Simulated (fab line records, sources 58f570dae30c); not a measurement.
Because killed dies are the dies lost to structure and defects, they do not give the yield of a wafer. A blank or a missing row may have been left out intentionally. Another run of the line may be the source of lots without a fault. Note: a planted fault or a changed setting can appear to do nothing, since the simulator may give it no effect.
Problem report, 8D (eight disciplines) form, completed by code | flow berkeley cmos170 | the parts of the form that need people (team, actions taken, sign-off) are left out

== 1. WHAT IS WRONG ==
Mean of spin speed rpm at UCB170_GATE_COAT_07: 1614.1 rpm across 6 wafers in 2 lots; on wafers with no fault it is 1500.0 rpm (standard deviation 0.96). So: +99 or more standard deviations from the usual mean.
The step: resist thk 900 nm.
Earliest sighting: wafer L275.1 on litho track-03 at day 8 11:00. The record holds 42 wafers of 14 lots with a number at this step. Rule for "out", or "out of limits": more than 4 standard deviations from the usual mean. The other wafers with a number count as sound.

== 2. WHAT IT IS AND WHAT IT IS NOT ==
question                    | is                     | is not
which readings at this step | spin speed rpm         | -
which lots                  | L275, L278             | L268, L269, L272, L279, L282, L283, L284, L286, L287, L289, L290, L291
which wafers of those lots  | all that have a number | -
read on which tools         | litho track-03         | litho track-01, litho track-02
when                        | from day 8 11:00       | up to then (9 sound wafers); but 27 sound wafers of L279, L282, L283, L284, L286, L287, L289, L290, L291 came after

== 3. SUSPECTS, AND WHAT RULES EACH OUT ==
Counting: any tool at a process step up to the reading is kept as a suspect provided that every lot that is out went through it and no sound lot did after the first of them.
- litho track-03 at UCB170_GATE_COAT_07 (resist thk 900 nm): ruled out as a lasting fault. Following L275 (day 8 11:00), the first lot on it that is out, the sound lots L291 were run on it.
Left after counting: nothing in the record.

== 4. THE CAUSE (what the simulator had put in) ==
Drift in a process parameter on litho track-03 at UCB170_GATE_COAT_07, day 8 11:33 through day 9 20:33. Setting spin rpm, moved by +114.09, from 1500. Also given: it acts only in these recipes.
Counting ruled it out, wrongly.

== 5. THE CHAIN OF EFFECTS, in route order ==
Rows list readings where the struck wafers' mean (over those with a number) sits beyond 3 standard deviations from the usual. Only readings for which the record gives a usual standard deviation are gone through. hours: the time from each lot's start at the first step in this table that gives one to its start at this step, as a median over the lots. sigmas: the change in usual standard deviations.
hours | step                | reading        | usual      | on struck wafers | change | sigmas
0     | UCB170_GATE_COAT_07 | spin speed rpm | 1500.0 rpm | 1614.1           | +114.1 | +99 or more
The process steps in it:
- UCB170_GATE_COAT_07: resist thk 900 nm.
Later measuring or inspecting steps at which every struck wafer that the step has a row for has a number for every such reading, and none has moved that far: UCB170_PLDD_OVL_MEAS_07.

== 6. HOW IT WOULD HAVE BEEN CAUGHT EARLIER ==
In this record the first reading out of limits was taken at day 8 11:00.
